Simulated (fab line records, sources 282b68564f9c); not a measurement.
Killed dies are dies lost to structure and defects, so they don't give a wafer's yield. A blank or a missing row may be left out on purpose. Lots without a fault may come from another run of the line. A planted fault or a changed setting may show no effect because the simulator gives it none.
fab line records | flow rit_cmos
record lots=5 wafers=15 last_day=7
route steps=202 shown NSD@158 PLDD@159 NLDD@160 SILICIDE@161 CONTACT@168 M1@184
lots that met no fault: from a run of the same line without faults
start_h: hours from the record's first day to the start of the lot's first wafer shown | wait_h: hours since the lot's step before | " the same as in the row above | L1.1+2: a row that stands for several wafers | - no value, or no start given | * or withheld: withheld | < > ~ a bound
route shown NAME@n: a module of which the file shows steps, and the number in the route of the first | usual: mean/standard deviation of fault-free wafers | same: alike in all rows | chamber/n: place in a boat | sites: the reading at each site | _std_site: their standard deviation | _edge_site: outer sites' mean less inner sites' | radius_mm: how far each site lies from the wafer's centre | mask NAME#n: copy n | behind: the tool/chamber that last shaped the wafer | hold: why the lot was held/for how many hours/how that ended | device: the transistor (n, p or np) that didn't switch | end of line: the same wafers' tests at the end of the route | a step without rows: its recipe alone | killed: dies lost to structure and defects at the first sort, not the wafer's yield | map: a wafer's dies, x killed, . not, _ none there
set.NAME: the setting as run; set.NAME@STEP: as run at that earlier step | model.NAME: the simulator's own value behind a step, which no gauge read
lots at some steps of the route; a table a step, a row a wafer
services: from which hour (start_h, from the record's first day; less than 0 if before it) a tool's chamber was out of use, for how many hours, and why
## steps
# step RIT_SDANNEAL_RS_MEAS_05
# recipe thk_meas_gauge=four-point-probe
# usual NSD_RS=84.5/0.33
# columns lot.wafer tool chamber start_h wait_h NSD_RS[ohm/sq]
L087.1 film_metro-03 - 120.28 0.1 84.7
L087.3 " - " " 84.4
L087.6 " - " " 84.7
L091.1 film_metro-04 - 140.75 0.1 85.0
L091.2 " - " " 84.5
L091.4 " - " " 84.3
L093.1 film_metro-04 - 146.89 0.1 84.7
L093.2 " - " " 84.9
L093.5 " - " " 84.7
L094.2 film_metro-04 - 154.87 0.1 84.7
L094.3 " - " " 84.4
L094.5 " - " " 84.5
L095.1 film_metro-03 - 160.68 0.1 84.7
L095.3 " - " " 84.9
L095.4 " - " " 85.1
# step RIT_SDANNEAL_RS_MEAS_06
# recipe thk_meas_gauge=four-point-probe
# usual PLDD_RS=178.6/0.5
# columns lot.wafer tool chamber start_h wait_h PLDD_RS[ohm/sq]
L087.1 film_metro-03 - 120.40 0.1 178.3
L087.3 " - " " 178.4
L087.6 " - " " 178.5
L091.1 film_metro-04 - 140.87 0.1 179.7
L091.2 " - " " 179.6
L091.4 " - " " 179.6
L093.1 film_metro-04 - 147.01 0.1 178.7
L093.2 " - " " 178.4
L093.5 " - " " 178.2
L094.2 film_metro-04 - 154.99 0.1 178.9
L094.3 " - " " 178.6
L094.5 " - " " 178.4
L095.1 film_metro-03 - 160.80 0.1 179.0
L095.3 " - " " 178.8
L095.4 " - " " 178.9
# step RIT_SDANNEAL_RS_MEAS_07
# recipe thk_meas_gauge=four-point-probe
# usual NLDD_RS=150.4/0.47
# columns lot.wafer tool chamber start_h wait_h NLDD_RS[ohm/sq]
L087.1 film_metro-03 - 120.52 0.1 150.2
L087.3 " - " " 150.4
L087.6 " - " " 150.2
L091.1 film_metro-04 - 140.99 0.1 151.0
L091.2 " - " " 151.2
L091.4 " - " " 151.5
L093.1 film_metro-04 - 147.13 0.1 150.2
L093.2 " - " " 150.9
L093.5 " - " " 150.2
L094.2 film_metro-04 - 155.11 0.1 150.4
L094.3 " - " " 150.9
L094.5 " - " " 150.1
L095.1 film_metro-03 - 160.92 0.1 150.1
L095.3 " - " " 150.2
L095.4 " - " " 150.7
# step RIT_SILICIDE_WET_ETCH_00
# recipe chemistry=BOE target=SiO2 target_depth_nm=14 time_s=15 dry=n2_spin dilution=10:1 temp_c=21.5
# columns lot.wafer tool chamber start_h wait_h
L087.1+3+6 wet_bench-04 0 120.64 0.1
L091.1+2+4 wet_bench-02 0 141.11 0.1
L093.1+2+5 wet_bench-02 3 147.25 0.1
L094.2+3+5 wet_bench-04 2 155.21 0.1
L095.1+3+4 wet_bench-01 2 161.04 0.1
# step RIT_SILICIDE_SPUTTER_01
# recipe material=Ti target_thk_nm=30 power_w=362.4 chamber_pressure_pa=0.667 gas=Ar time_s=240 substrate_temp_c=25
# usual cathode_dc_power_W=362.40/0.07 throttle_valve_pct=30.5/0.82
# columns lot.wafer tool chamber start_h wait_h cathode_dc_power_W throttle_valve_pct
L087.1 pvd_sputter-01 - 120.65 0.0 362.35 31.2
L087.3 " - " " 362.30 30.4
L087.6 " - " " 362.61 30.2
L091.1 pvd_sputter-01 - 141.12 0.0 362.42 30.5
L091.2 " - " " 362.54 31.2
L091.4 " - " " 362.25 30.0
L093.1 pvd_sputter-03 - 147.26 0.0 362.28 31.0
L093.2 " - " " 362.51 30.5
L093.5 " - " " 362.29 29.6
L094.2 pvd_sputter-02 - 155.22 0.0 362.36 31.4
L094.3 " - " " 362.34 29.3
L094.5 " - " " 362.37 29.6
L095.1 pvd_sputter-01 - 161.06 0.0 362.45 30.3
L095.3 " - " " 362.39 31.3
L095.4 " - " " 362.33 30.4
# step RIT_SILICIDE_RS_MEAS_02
# recipe thk_meas_gauge=four-point-probe reads=Ti_of_SILICIDE_SPUTTER_01
# usual SILICIDE_TI_RS=46.0/0.61
# columns lot.wafer tool chamber start_h wait_h SILICIDE_TI_RS[ohm/sq]
L087.1 film_metro-02 - 120.80 0.1 46.3
L087.3 " - " " 45.8
L087.6 " - " " 45.7
L091.1 film_metro-03 - 141.27 0.1 46.1
L091.2 " - " " 45.4
L091.4 " - " " 45.6
L093.1 film_metro-01 - 147.41 0.1 46.3
L093.2 " - " " 46.0
L093.5 " - " " 46.9
L094.2 film_metro-02 - 155.39 0.1 45.1
L094.3 " - " " 44.8
L094.5 " - " " 45.4
L095.1 film_metro-02 - 161.21 0.1 46.1
L095.3 " - " " 46.2
L095.4 " - " " 47.1
# step RIT_SILICIDE_THK_MEAS_03
# recipe thk_meas_gauge=xrf reads=Ti_of_SILICIDE_SPUTTER_01
# usual SILICIDE_TI_THK=30.8/0.35
# columns lot.wafer tool chamber start_h wait_h SILICIDE_TI_THK[nm]
L087.1 film_metro-02 - 120.92 0.1 30.8
L087.3 " - " " 31.0
L087.6 " - " " 31.0
L091.1 film_metro-03 - 141.39 0.1 30.7
L091.2 " - " " 31.0
L091.4 " - " " 31.0
L093.1 film_metro-01 - 147.53 0.1 30.6
L093.2 " - " " 30.8
L093.5 " - " " 30.5
L094.2 film_metro-02 - 155.50 0.1 31.6
L094.3 " - " " 31.4
L094.5 " - " " 31.3
L095.1 film_metro-02 - 161.33 0.1 31.0
L095.3 " - " " 30.8
L095.4 " - " " 30.4
# step RIT_SILICIDE_RTA_04
# recipe temp_c=650 time_s=10 idle_temp_c=25 ramp_up_s=5 ramp_down_s=5 cool_to_c=25 ambient=N2
# usual anneal_temp_c_max=653.2/0.63 wafer_temp_C_max=652.6/0.84
# columns lot.wafer tool chamber start_h wait_h anneal_temp_c_max wafer_temp_C_max
L087.1 rtp_anneal-01 0 120.98 0.1 653.1 652.2
L087.3 " 0 " " 653.3 651.6
L087.6 " 0 " " 652.9 652.0
L091.1 rtp_anneal-01 0 141.45 0.1 652.3 651.5
L091.2 " 0 " " 652.4 652.1
L091.4 " 0 " " 653.4 652.3
L093.1 rtp_anneal-01 0 147.59 0.1 653.6 653.0
L093.2 " 0 " " 652.5 651.9
L093.5 " 0 " " 653.1 652.9
L094.2 rtp_anneal-02 0 155.56 0.1 653.2 652.2
L094.3 " 0 " " 653.2 653.4
L094.5 " 0 " " 653.9 653.4
L095.1 rtp_anneal-01 0 161.39 0.1 652.5 652.2
L095.3 " 0 " " 652.9 652.7
L095.4 " 0 " " 654.0 652.1
# step RIT_SILICIDE_WET_ETCH_05
# recipe chemistry=SPM target=Ti temp_c=90 time_s=120 dry=n2_spin
# usual bath_guard_temp_C=90.2/0.57
# columns lot.wafer tool chamber start_h wait_h bath_guard_temp_C
L087.1 wet_bench-04 2 121.11 0.1 89.4
L087.3 " 2 " " 89.2
L087.6 " 2 " " 89.5
L091.1 wet_bench-02 0 141.52 0.1 89.6
L091.2 " 0 " " 89.3
L091.4 " 0 " " 89.4
L093.1 wet_bench-04 0 147.66 0.1 90.3
L093.2 " 0 " " 90.9
L093.5 " 0 " " 90.5
L094.2 wet_bench-02 1 155.62 0.0 90.1
L094.3 " 1 " " 90.0
L094.5 " 1 " " 90.3
L095.1 wet_bench-01 3 161.45 0.1 90.1
L095.3 " 3 " " 90.2
L095.4 " 3 " " 89.8
# step RIT_SILICIDE_RTA_06
# recipe temp_c=750 time_s=10 idle_temp_c=25 ramp_up_s=5 ramp_down_s=10 cool_to_c=25 ambient=N2
# usual anneal_temp_c_max=753.6/0.69 wafer_temp_C_max=753.1/0.94
# columns lot.wafer tool chamber start_h wait_h anneal_temp_c_max wafer_temp_C_max
L087.1 rtp_anneal-02 0 121.15 0.0 753.0 755.2
L087.3 " 0 " " 756.1 753.7
L087.6 " 0 " " 754.2 752.9
L091.1 rtp_anneal-02 0 141.56 0.0 753.0 753.7
L091.2 " 0 " " 753.3 753.5
L091.4 " 0 " " 753.3 753.4
L093.1 rtp_anneal-02 0 147.70 0.0 753.2 755.1
L093.2 " 0 " " 753.0 753.1
L093.5 " 0 " " 753.2 752.3
L094.2 rtp_anneal-01 0 155.67 0.0 754.0 751.9
L094.3 " 0 " " 752.9 752.1
L094.5 " 0 " " 752.9 752.7
L095.1 rtp_anneal-02 0 161.50 0.0 754.7 752.4
L095.3 " 0 " " 752.1 753.7
L095.4 " 0 " " 753.7 754.4
# step RIT_CONTACT_CVD_00
# recipe material=SiO2 target_thk_nm=400 precursor=TEOS temp_c=390 time_s=61 rf_w=400
# usual heater_power_w=325/47
# columns lot.wafer tool chamber start_h wait_h heater_power_w
L087.1 pecvd-01 0 121.22 0.1 367
L087.3 " 1 " " 398
L087.6 " 1 " " 411
L091.1 pecvd-03 0 141.62 0.1 275
L091.2 " 2 " " 367
L091.4 " 0 " " 290
L093.1 pecvd-01 2 147.76 0.1 250
L093.2 " 1 " " 451
L093.5 " 0 " " 330
L094.2 pecvd-03 2 155.73 0.0 295
L094.3 " 1 " " 385
L094.5 " 1 " " 280
L095.1 pecvd-02 1 161.57 0.1 368
L095.3 " 2 " " 285
L095.4 " 1 " " 274
# step RIT_CONTACT_THK_MEAS_01
# recipe reads=SiO2_of_CONTACT_CVD_00
# usual CONTACT_TEOS_THK=399/5
# columns lot.wafer tool chamber start_h wait_h CONTACT_TEOS_THK[nm]
L087.1 film_metro-04 - 121.27 0.0 395
L087.3 " - " " 399
L087.6 " - " " 403
L091.1 film_metro-04 - 141.67 0.0 397
L091.2 " - " " 400
L091.4 " - " " 406
L093.1 film_metro-02 - 147.82 0.0 396
L093.2 " - " " 394
L093.5 " - " " 400
L094.2 film_metro-03 - 155.79 0.0 401
L094.3 " - " " 399
L094.5 " - " " 405
L095.1 film_metro-03 - 161.62 0.0 404
L095.3 " - " " 399
L095.4 " - " " 405
# step RIT_CONTACT_HMDS_02
# recipe prime_time_s=60 prime_temp_c=140
# columns lot.wafer tool chamber start_h wait_h
L087.1+3+6 litho_track-02 0 121.33 0.1
L091.1+2+4 litho_track-01 0 141.73 0.1
L093.1+2+5 litho_track-02 0 147.88 0.1
L094.2+3+5 litho_track-04 0 155.86 0.1
L095.1+3+4 litho_track-01 0 161.68 0.1
# step RIT_CONTACT_COAT_03
# recipe resist=NOVOLAK spin_rpm=3250 resist_thk_nm=1000
# columns lot.wafer tool chamber start_h wait_h
L087.1+3+6 litho_track-02 0 121.48 0.1
L091.1+2+4 litho_track-01 0 141.88 0.1
L093.1+2+5 litho_track-02 0 148.03 0.1
L094.2+3+5 litho_track-04 0 156.01 0.1
L095.1+3+4 litho_track-01 0 161.83 0.1
# step RIT_CONTACT_SOFTBAKE_04
# recipe resist=NOVOLAK temp_c=90 time_s=60
# columns lot.wafer tool chamber start_h wait_h
L087.1+3+6 litho_track-02 0 121.63 0.1
L091.1+2+4 litho_track-01 0 142.03 0.1
L093.1+2+5 litho_track-02 0 148.18 0.1
L094.2+3+5 litho_track-04 0 156.16 0.1
L095.1+3+4 litho_track-01 0 161.98 0.1
# step RIT_CONTACT_EXPOSE_05
# recipe mask_id=M11 na=0.6 source_shape=conventional sigma_outer=0.5 target_cd_nm=1000 dose_mj=250
# columns lot.wafer tool chamber start_h wait_h mask
L087.1+3+6 iline_stepper-01 0 121.78 0.1 M11#0
L091.1+2+4 iline_stepper-02 0 142.18 0.1 M11#0
L093.1+2+5 iline_stepper-02 0 148.33 0.1 M11#0
L094.2+3+5 iline_stepper-02 0 156.31 0.1 M11#0
L095.1+3+4 iline_stepper-01 0 162.25 0.2 M11#0
# step RIT_CONTACT_PEB_06
# recipe resist=NOVOLAK temp_c=withheld time_s=withheld
# columns lot.wafer tool chamber start_h wait_h
L087.1+3+6 litho_track-01 0 121.90 0.1
L091.1+2+4 litho_track-01 0 142.30 0.1
L093.1+2+5 litho_track-02 0 148.44 0.1
L094.2+3+5 litho_track-01 0 156.43 0.1
L095.1+3+4 litho_track-04 0 162.37 0.1
# step RIT_CONTACT_DEVELOP_07
# recipe resist=NOVOLAK develop_time_s=120 dev_temp_c=23
# columns lot.wafer tool chamber start_h wait_h
L087.1+3+6 litho_track-01 0 - -
L091.1+2+4 litho_track-01 0 - -
L093.1+2+5 litho_track-02 0 - -
L094.2+3+5 litho_track-01 0 - -
L095.1+3+4 litho_track-04 0 - -
# step RIT_CONTACT_CD_MEAS_08
# recipe target_cd_nm=1000
# usual cd_nm=999.5/2.4
# columns lot.wafer tool chamber start_h wait_h cd_nm
L087.1 cd_sem-02 - 122.30 - 1001.1
L087.3 " - " " 998.7
L087.6 " - " " 999.4
L091.1 cd_sem-02 - 142.70 - 999.7
L091.2 " - " " 998.3
L091.4 " - " " 1000.1
L093.1 cd_sem-02 - 148.84 - 997.7
L093.2 " - " " 1000.1
L093.5 " - " " 1001.9
L094.2 cd_sem-02 - 156.82 - 1001.3
L094.3 " - " " 998.8
L094.5 " - " " 999.0
L095.1 cd_sem-02 - 162.77 - 1001.0
L095.3 " - " " 1001.4
L095.4 " - " " 1000.6
# step RIT_CONTACT_OVL_MEAS_09
# usual CONTACT_OVL=-0.3/1.2
# columns lot.wafer tool chamber start_h wait_h CONTACT_OVL[nm]
L087.1 overlay-02 - 122.42 0.1 -0.6
L087.3 " - " " 0.9
L087.6 " - " " -0.1
L091.1 overlay-02 - 142.82 0.1 -1.5
L091.2 " - " " -2.7
L091.4 " - " " -2.3
L093.1 overlay-02 - 148.96 0.1 -0.6
L093.2 " - " " -0.8
L093.5 " - " " -2.2
L094.2 overlay-02 - 156.93 0.1 0.6
L094.3 " - " " 2.1
L094.5 " - " " 1.6
L095.1 overlay-01 - 162.89 0.1 0.9
L095.3 " - " " 1.4
L095.4 " - " " 0.2
# step RIT_CONTACT_HARDBAKE_10
# recipe resist=NOVOLAK temp_c=140 time_s=60
# columns lot.wafer tool chamber start_h wait_h
L087.1+3+6 litho_track-01 0 122.45 0.0
L091.1+2+4 litho_track-04 0 142.86 0.0
L093.1+2+5 litho_track-04 0 149.00 0.0
L094.2+3+5 litho_track-02 0 156.98 0.0
L095.1+3+4 litho_track-01 0 162.92 0.0
# step RIT_CONTACT_ETCH_11
# recipe target_depth_a=4800 over_etch_frac=0.2 stop_on=TiSi2 chemistry=CHF3/CF4/Ar target=SiO2 CHF3_flow_sccm=50 cf4_flow_sccm=10 Ar_flow_sccm=100 O2_flow_sccm=5 pressure_mtorr=100 rf_w=200 time_s=320
# usual CHF3_flow_sccm=50.00/0.15 drypump_motor_current_A=5.8/0.43 mfc_ar_sccm=100.06/0.29 oes_product_au=0.980/0.018 throttle_valve_pct=8.83/0.16
# columns lot.wafer tool chamber start_h wait_h CHF3_flow_sccm drypump_motor_current_A mfc_ar_sccm oes_product_au rf_hours_counter_h throttle_valve_pct
L087.1 rie_diel-02 2 122.60 0.1 50.04 5.5 99.79 1.012 145 8.67
L087.3 " 1 " " 49.97 5.2 100.07 1.012 15 8.76
L087.6 " 0 " " 49.86 5.9 100.22 0.963 - 8.97
L091.1 rie_diel-04 1 143.01 0.1 50.14 5.7 100.07 0.984 79 8.61
L091.2 " 0 " " 50.26 5.3 99.89 0.945 114 8.79
L091.4 " 3 " " 49.98 6.5 99.70 0.986 7 8.92
L093.1 rie_diel-04 1 149.15 0.1 49.80 5.6 99.60 0.988 80 8.62
L093.2 " 3 " " 49.90 6.5 99.15 0.984 7 8.92
L093.5 " 2 " " 49.89 6.3 100.61 0.983 - 8.93
L094.2 rie_diel-02 0 157.11 0.1 50.01 5.9 100.10 0.961 137 8.96
L094.3 " 3 " " 49.98 6.4 99.74 0.955 146 8.95
L094.5 " 2 " " 49.83 5.4 100.05 1.009 - 8.67
L095.1 rie_diel-01 2 163.07 0.1 50.04 5.6 99.67 0.983 38 8.63
L095.3 " 3 " " 49.90 5.7 100.09 1.005 33 9.10
L095.4 " 0 " " 50.01 5.7 100.34 0.983 2 8.57
# step RIT_CONTACT_STRIP_12
# recipe chemistry=O2 time_s=180 resist=NOVOLAK platen_temp_c=withheld power_w=500 pressure_mtorr=4000 o2_flow_sccm=4000
# usual drypump_motor_current_A=5.45/0.14
# columns lot.wafer tool chamber start_h wait_h drypump_motor_current_A rf_hours_counter_h
L087.1 plasma_asher-03 0 122.80 0.1 5.55 49
L087.3 " 0 " " 5.54 -
L087.6 " 1 " " 5.31 -
L091.1 plasma_asher-04 1 143.20 0.1 5.72 36
L091.2 " 0 " " 5.26 36
L091.4 " 0 " " 5.28 -
L093.1 plasma_asher-03 0 149.34 0.1 5.53 52
L093.2 " 1 " " 5.31 52
L093.5 " 1 " " 5.27 -
L094.2 plasma_asher-04 0 157.30 0.1 5.26 37
L094.3 " 1 " " 5.72 -
L094.5 " 1 " " 5.70 -
L095.1 plasma_asher-01 0 163.27 0.1 5.40 5
L095.3 " 1 " " 5.45 -
L095.4 " 0 " " 5.39 -
# step RIT_CONTACT_CD_MEAS_90
# recipe target_cd_nm=1000
# usual cd_nm=999.5/2.4
# columns lot.wafer tool chamber start_h wait_h cd_nm
L087.1 cd_sem-01 - 122.97 0.1 1000.7
L087.3 " - " " 999.0
L087.6 " - " " 999.7
L091.1 cd_sem-01 - 143.38 0.1 999.8
L091.2 " - " " 998.2
L091.4 " - " " 1000.4
L093.1 cd_sem-01 - 149.52 0.1 997.8
L093.2 " - " " 1000.7
L093.5 " - " " 1002.0
L094.2 cd_sem-01 - 157.50 0.1 1001.5
L094.3 " - " " 999.2
L094.5 " - " " 999.3
L095.1 cd_sem-02 - 163.51 0.2 1000.1
L095.3 " - " " 1001.6
L095.4 " - " " 1000.3
# step RIT_CONTACT_CLEAN_13
# recipe chemistry=SC1 mix=3:3:50 time_s=600 temp_c=73.97
# usual bath_guard_temp_C=74.2/0.59
# columns lot.wafer tool chamber start_h wait_h bath_guard_temp_C
L087.1 wet_bench-03 0 123.09 0.1 75.1
L087.3 " 0 " " 75.1
L087.6 " 0 " " 75.1
L091.1 wet_bench-04 0 143.50 0.1 74.5
L091.2 " 0 " " 74.6
L091.4 " 0 " " 74.4
L093.1 wet_bench-04 3 149.64 0.1 74.6
L093.2 " 3 " " 74.5
L093.5 " 3 " " 74.6
L094.2 wet_bench-04 0 157.60 0.1 75.1
L094.3 " 0 " " 74.7
L094.5 " 0 " " 74.7
L095.1 wet_bench-04 0 163.63 0.1 74.5
L095.3 " 0 " " 74.4
L095.4 " 0 " " 74.6
# step RIT_CONTACT_CLEAN_14
# recipe chemistry=SC2 mix=3:3:50 time_s=600 temp_c=75 dry=n2_spin
# usual bath_guard_temp_C=75.3/0.65
# columns lot.wafer tool chamber start_h wait_h bath_guard_temp_C
L087.1 wet_bench-01 0 123.28 0.0 75.1
L087.3 " 0 " " 74.6
L087.6 " 0 " " 74.7
L091.1 wet_bench-01 2 143.67 0.0 76.4
L091.2 " 2 " " 76.2
L091.4 " 2 " " 76.1
L093.1 wet_bench-03 3 149.81 0.0 74.6
L093.2 " 3 " " 74.5
L093.5 " 3 " " 74.7
L094.2 wet_bench-03 0 157.77 0.0 75.4
L094.3 " 0 " " 75.7
L094.5 " 0 " " 75.7
L095.1 wet_bench-04 2 163.84 0.0 74.4
L095.3 " 2 " " 74.5
L095.4 " 2 " " 74.6
# step RIT_M1_SPUTTER_00
# recipe material=Al target_thk_nm=400 power_w=2000 chamber_pressure_pa=0.4 gas=Ar time_s=500 substrate_temp_c=25
# usual cathode_dc_power_W=2000.0/0.41 throttle_valve_pct=30.3/0.91
# columns lot.wafer tool chamber start_h wait_h cathode_dc_power_W throttle_valve_pct
L087.1 pvd_sputter-04 - 123.46 0.0 1999.4 29.9
L087.3 " - " " 1999.2 28.5
L087.6 " - " " 2000.4 30.3
L091.1 pvd_sputter-04 - 143.85 0.0 2000.5 30.4
L091.2 " - " " 1998.6 31.1
L091.4 " - " " 1999.1 30.3
L093.1 pvd_sputter-04 - 150.00 0.0 2000.1 30.1
L093.2 " - " " 2000.4 28.3
L093.5 " - " " 2000.3 30.8
L094.2 pvd_sputter-03 - 157.97 0.0 2000.3 30.9
L094.3 " - " " 2000.6 29.6
L094.5 " - " " 1999.7 30.4
L095.1 pvd_sputter-04 - 164.05 0.0 2000.1 28.6
L095.3 " - " " 2000.2 30.2
L095.4 " - " " 2000.1 31.0
# step RIT_M1_RS_MEAS_01
# recipe thk_meas_gauge=four-point-probe reads=Al_of_M1_SPUTTER_00
# usual M1_AL_RS=0.0732/0.00083
# columns lot.wafer tool chamber start_h wait_h M1_AL_RS[ohm/sq]
L087.1 film_metro-01 - 123.75 0.1 0.0731
L087.3 " - " " 0.0722
L087.6 " - " " 0.0731
L091.1 film_metro-01 - 144.14 0.1 0.0734
L091.2 " - " " 0.0734
L091.4 " - " " 0.0731
L093.1 film_metro-01 - 150.30 0.1 0.0730
L093.2 " - " " 0.0734
L093.5 " - " " 0.0736
L094.2 film_metro-01 - 158.28 0.2 0.0717
L094.3 " - " " 0.0724
L094.5 " - " " 0.0717
L095.1 film_metro-03 - 164.34 0.1 0.0731
L095.3 " - " " 0.0746
L095.4 " - " " 0.0745
# step RIT_M1_THK_MEAS_02
# recipe thk_meas_gauge=xrf reads=Al_of_M1_SPUTTER_00
# usual M1_AL_THK=392/5
# columns lot.wafer tool chamber start_h wait_h M1_AL_THK[nm]
L087.1 film_metro-01 - 123.87 0.1 390
L087.3 " - " " 394
L087.6 " - " " 392
L091.1 film_metro-01 - 144.26 0.1 390
L091.2 " - " " 391
L091.4 " - " " 395
L093.1 film_metro-01 - 150.42 0.1 396
L093.2 " - " " 393
L093.5 " - " " 388
L094.2 film_metro-01 - 158.39 0.1 401
L094.3 " - " " 397
L094.5 " - " " 403
L095.1 film_metro-03 - 164.46 0.1 390
L095.3 " - " " 384
L095.4 " - " " 384
# step RIT_M1_HMDS_03
# recipe prime_time_s=60 prime_temp_c=140
# columns lot.wafer tool chamber start_h wait_h
L087.1+3+6 litho_track-02 0 123.93 0.1
L091.1+2+4 litho_track-02 0 144.32 0.1
L093.1+2+5 litho_track-01 0 150.48 0.1
L094.2+3+5 litho_track-01 0 158.46 0.1
L095.1+3+4 litho_track-03 0 164.52 0.1
# step RIT_M1_COAT_04
# recipe resist=NOVOLAK spin_rpm=2000 resist_thk_nm=1300
# columns lot.wafer tool chamber start_h wait_h
L087.1+3+6 litho_track-02 0 124.08 0.1
L091.1+2+4 litho_track-02 0 144.47 0.1
L093.1+2+5 litho_track-01 0 150.63 0.1
L094.2+3+5 litho_track-01 0 158.61 0.1
L095.1+3+4 litho_track-03 0 164.67 0.1
# step RIT_M1_SOFTBAKE_05
# recipe resist=NOVOLAK temp_c=90 time_s=60
# columns lot.wafer tool chamber start_h wait_h
L087.1+3+6 litho_track-02 0 124.23 0.1
L091.1+2+4 litho_track-02 0 144.62 0.1
L093.1+2+5 litho_track-01 0 150.78 0.1
L094.2+3+5 litho_track-01 0 158.76 0.1
L095.1+3+4 litho_track-03 0 164.82 0.1
# step RIT_M1_EXPOSE_06
# recipe mask_id=M12 na=0.6 source_shape=conventional sigma_outer=0.5 target_cd_nm=2600 dose_mj=250
# columns lot.wafer tool chamber start_h wait_h mask
L087.1+3+6 iline_stepper-02 0 124.38 0.1 M12#0
L091.1+2+4 iline_stepper-02 0 144.77 0.1 M12#0
L093.1+2+5 iline_stepper-01 0 150.93 0.1 M12#0
L094.2+3+5 iline_stepper-01 0 158.91 0.1 M12#0
L095.1+3+4 iline_stepper-02 0 165.10 0.2 M12#0
# step RIT_M1_PEB_07
# recipe resist=NOVOLAK temp_c=withheld time_s=withheld
# columns lot.wafer tool chamber start_h wait_h
L087.1+3+6 litho_track-02 0 124.50 0.1
L091.1+2+4 litho_track-03 0 144.89 0.1
L093.1+2+5 litho_track-01 0 151.04 0.1
L094.2+3+5 litho_track-01 0 159.03 0.1
L095.1+3+4 litho_track-02 0 165.22 0.1
# step RIT_M1_DEVELOP_08
# recipe resist=NOVOLAK develop_time_s=68 dev_temp_c=23.79
# columns lot.wafer tool chamber start_h wait_h
L087.1+3+6 litho_track-02 0 - -
L091.1+2+4 litho_track-03 0 - -
L093.1+2+5 litho_track-01 0 - -
L094.2+3+5 litho_track-01 0 - -
L095.1+3+4 litho_track-02 0 - -
# step RIT_M1_CD_MEAS_09
# recipe target_cd_nm=2600
# usual cd_nm=2600.1/2.1
# columns lot.wafer tool chamber start_h wait_h cd_nm
L087.1 cd_sem-02 - 124.81 - 2601.7
L087.3 " - " " 2601.0
L087.6 " - " " 2601.7
L091.1 cd_sem-02 - 145.20 - 2597.4
L091.2 " - " " 2596.3
L091.4 " - " " 2601.4
L093.1 cd_sem-01 - 151.36 - 2598.4
L093.2 " - " " 2598.9
L093.5 " - " " 2601.0
L094.2 cd_sem-02 - 159.34 - 2599.2
L094.3 " - " " 2600.0
L094.5 " - " " 2597.1
L095.1 cd_sem-01 - 165.53 - 2599.6
L095.3 " - " " 2603.7
L095.4 " - " " 2602.3
# step RIT_M1_OVL_MEAS_10
# usual M1_OVL=0.6/1.3
# columns lot.wafer tool chamber start_h wait_h M1_OVL[nm]
L087.1 overlay-01 - 124.93 0.1 0.9
L087.3 " - " " 2.6
L087.6 " - " " 2.9
L091.1 overlay-02 - 145.32 0.1 -0.1
L091.2 " - " " -1.8
L091.4 " - " " -0.7
L093.1 overlay-02 - 151.48 0.1 0.9
L093.2 " - " " 0.6
L093.5 " - " " -0.9
L094.2 overlay-01 - 159.45 0.1 -0.8
L094.3 " - " " 0.6
L094.5 " - " " 0.9
L095.1 overlay-01 - 165.65 0.1 0.0
L095.3 " - " " 0.5
L095.4 " - " " 2.1
# step RIT_M1_HARDBAKE_11
# recipe resist=NOVOLAK temp_c=140 time_s=120
# columns lot.wafer tool chamber start_h wait_h
L087.1+3+6 litho_track-01 0 125.12 0.2
L091.1+2+4 litho_track-02 0 145.36 0.0
L093.1+2+5 litho_track-03 0 151.51 0.0
L094.2+3+5 litho_track-01 0 159.52 0.1
L095.1+3+4 litho_track-02 0 165.68 0.0
# step RIT_M1_METAL_ETCH_12
# recipe stop_on=SiO2 chemistry=Cl2/BCl3 target=Al time_s=165 over_etch_frac=0.5 pressure_mtorr=100 target_depth_a=6000 rf_w=250 Cl2_flow_sccm=60 bcl3_flow_sccm=50
# usual drypump_motor_current_A=5.6/0.37 oes_product_au=0.776/0.012 throttle_valve_pct=8.29/0.14
# columns lot.wafer tool chamber start_h wait_h drypump_motor_current_A oes_product_au rf_hours_counter_h throttle_valve_pct
L087.1 rie_metal-02 0 125.37 0.2 5.7 0.773 36 8.22
L087.3 " 0 " " 5.7 0.768 - 8.24
L087.6 " 0 " " 5.7 0.759 - 8.25
L091.1 rie_metal-03 1 145.61 0.2 5.2 0.761 2 8.18
L091.2 " 0 " " 6.2 0.768 2 8.35
L091.4 " 0 " " 6.2 0.778 - 8.33
L093.1 rie_metal-03 0 151.76 0.2 6.2 0.780 2 8.32
L093.2 " 1 " " 5.2 0.768 2 8.20
L093.5 " 1 " " 5.2 0.774 - 8.19
L094.2 rie_metal-02 0 159.73 0.2 5.7 0.791 0 8.25
L094.3 " 1 " " 5.1 0.775 - 8.41
L094.5 " 0 " " 5.7 0.787 - 8.25
L095.1 rie_metal-04 1 165.93 0.2 5.6 0.787 4 8.11
L095.3 " 0 " " 5.6 0.797 - 8.51
L095.4 " 1 " " 5.6 0.768 - 8.12
# step RIT_M1_STRIP_13
# recipe chemistry=nmp resist=NOVOLAK temp_c=80 time_s=600 dry=n2_spin
# usual bath_guard_temp_C=80.1/0.59
# columns lot.wafer tool chamber start_h wait_h bath_guard_temp_C
L087.1 wet_bench-03 2 125.53 0.1 79.8
L087.3 " 2 " " 79.6
L087.6 " 2 " " 79.4
L091.1 wet_bench-03 1 145.77 0.1 79.5
L091.2 " 1 " " 79.8
L091.4 " 1 " " 79.4
L093.1 wet_bench-02 1 151.93 0.1 79.9
L093.2 " 1 " " 80.2
L093.5 " 1 " " 80.0
L094.2 wet_bench-02 2 159.89 0.1 80.5
L094.3 " 2 " " 80.4
L094.5 " 2 " " 80.5
L095.1 wet_bench-02 2 166.10 0.1 80.5
L095.3 " 2 " " 80.3
L095.4 " 2 " " 80.6
## services
# columns tool chamber start_h hours kind
pecvd-01 - 97.85 5.5 pm
plasma_asher-01 - 105.73 1.2 repair
plasma_asher-01 - 108.75 9.0 pm
plasma_asher-01 0 108.75 9.0 vent_cycle
plasma_asher-01 1 108.75 9.0 vent_cycle
pecvd-02 - 116.50 0.9 repair
plasma_asher-01 0 117.75 - clean
plasma_asher-01 1 117.75 - clean
iline_stepper-01 - 127.65 1.7 pm
pvd_sputter-04 - 127.96 1.3 repair
iline_stepper-01 - 130.37 8.9 pm
rie_metal-02 - 136.12 20.0 pm
rie_metal-02 0 136.12 20.0 vent_cycle
rie_metal-02 1 136.12 20.0 vent_cycle
rie_diel-04 2 138.04 3.8 repair
rie_metal-02 0 156.12 - clean
rie_metal-02 1 156.12 - clean
rie_metal-04 - 163.67 0.2 repair
## key
fault none
